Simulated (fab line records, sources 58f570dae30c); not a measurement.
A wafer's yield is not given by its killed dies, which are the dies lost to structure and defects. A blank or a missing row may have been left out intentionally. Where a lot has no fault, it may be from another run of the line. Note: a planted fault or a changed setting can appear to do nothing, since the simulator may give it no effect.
Split-lot experiment | flow berkeley cmos170 | 23 wafers read from 5 lots, route of 331 steps

ABOUT THE SPLIT
At UCB170_PSD_IMPLANT_08, the setting dose cm2 was moved away from the recipe's 3e+15 on 9 of the 23 wafers read, by -3.3% to +4.5%. The other wafers ran this setting at the recipe's value.

FROM THE SPLIT TO THE READING: what the file shows between them, 8 steps
- UCB170_PSD_STRIP_09: strips in O2
- UCB170_NSD_IMPLANT_08 (also split here: dose cm2)
- UCB170_NSD_STRIP_09: strips in O2
- UCB170_BACKSIDE_SOFTBAKE_02: time 60 s (also split here: time s)
- UCB170_BACKSIDE_STRIP_03: strips in O2
- UCB170_BACKSIDE_CLEAN_04: cleans in SPM, time 600 s
- UCB170_SDANNEAL_RTA_00: time 10 s
- UCB170_SDANNEAL_RTA_01: time 5 s

THE READING
PSD_RS, in ohm/sq, at UCB170_SDANNEAL_RS_MEAS_02 (measures by four-point-probe). Typical for fault-free wafers on this fab line: 75.47 ohm/sq, with standard deviation 0.25 ohm/sq.

wafer  | tool, chamber at the split | dose cm2 as run | against the recipe | PSD_RS, ohm/sq | against lot-mates on the recipe
L074.1 | implanter-04, 0            | 3e+15           | recipe             | 75.20          | -
L074.2 | implanter-04, 0            | 3e+15           | recipe             | 75.39          | -
L074.3 | implanter-04, 0            | 3e+15           | recipe             | 75.02          | -
L076.1 | implanter-04, 0            | 3e+15           | recipe             | 75.69          | -
L076.2 | implanter-04, 0            | 3e+15           | recipe             | 75.97          | -
L076.3 | implanter-04, 0            | 2.902e+15       | -3.3%              | 77.54          | +1.71
L076.4 | implanter-04, 0            | 2.902e+15       | -3.3%              | 77.66          | +1.83
L076.6 | implanter-04, 0            | 2.902e+15       | -3.3%              | 77.82          | +1.99
L077.1 | implanter-04, 0            | 3e+15           | recipe             | 75.44          | -
L077.3 | implanter-04, 0            | 3e+15           | recipe             | 75.71          | -
L077.4 | implanter-04, 0            | 3e+15           | recipe             | 75.65          | -
L077.5 | implanter-04, 0            | 3e+15           | recipe             | 75.54          | -
L077.6 | implanter-04, 0            | 3e+15           | recipe             | 75.35          | -
L081.2 | implanter-04, 0            | 3e+15           | recipe             | 75.57          | -
L081.3 | implanter-04, 0            | 3.099e+15       | +3.3%              | 73.66          | -1.93
L081.4 | implanter-04, 0            | 3e+15           | recipe             | 75.61          | -
L081.5 | implanter-04, 0            | 3.099e+15       | +3.3%              | 73.64          | -1.95
L081.6 | implanter-04, 0            | 3.099e+15       | +3.3%              | 73.17          | -2.42
L082.2 | implanter-03, 0            | 3.134e+15       | +4.5%              | 73.05          | -2.26
L082.3 | implanter-03, 0            | 3e+15           | recipe             | 75.38          | -
L082.4 | implanter-03, 0            | 3e+15           | recipe             | 75.24          | -
L082.5 | implanter-03, 0            | 3.134e+15       | +4.5%              | 73.01          | -2.30
L082.6 | implanter-03, 0            | 3.134e+15       | +4.5%              | 73.06          | -2.25

THE FIT
A straight line over all 23 wafers: PSD_RS changes by -0.6 ohm/sq for each +1% of dose cm2; r = -0.99; the points scatter about the line by 0.24 ohm/sq.
The same after taking each lot's own level away (the mean of its wafers on the recipe; 23 wafers): -0.556 ohm/sq for each +1%; r = -0.99; scatter 0.19 ohm/sq.
On that fit, the largest move of dose cm2 shifts the reading by 2.5 ohm/sq.
The span of the lots' own levels, 75.203 to 75.830 ohm/sq, comes to 2.5 times the standard deviation stated above.
The two slopes agree, so the slope changes little with the lot-to-lot level.
Check: -2.53 ohm/sq against its lot-mates is what the line predicts for one of the wafers moved furthest among these (+4.5%) when that wafer is left out of the fit. Against them it came out at -2.26 ohm/sq.

OTHER SPLITS ON THESE WAFERS
Other splits were also applied to these wafers ahead of the reading. Each is held against what the fit with the lots' levels taken away leaves over:
other split on the same wafers     | wafers away from the commonest value | r with PSD_RS (lot level and that fit taken away)
UCB170_PLDD_EXPOSE_03 dose mj      | 4                                    | +0.57
UCB170_NSD_IMPLANT_08 dose cm2     | 5                                    | +0.56
UCB170_BACKSIDE_SOFTBAKE_02 time s | 8                                    | +0.01

THE WHOLE CHAIN: every reading that the file lists as answering this split, in the file's order
step                       | what it does                 | reading                  | change (the file's fit)              | r (the file's)
UCB170_PSD_STRIP_09        | strips in O2                 | strip time to endpoint s | withheld for each +1% of the setting | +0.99
UCB170_SDANNEAL_RS_MEAS_02 | measures by four-point-probe | PSD_RS                   | -0.556 for each +1% of the setting   | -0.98

FILE'S OWN FIT
PSD_RS changes by -0.556 ohm/sq for each +1% of dose cm2, r = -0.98.
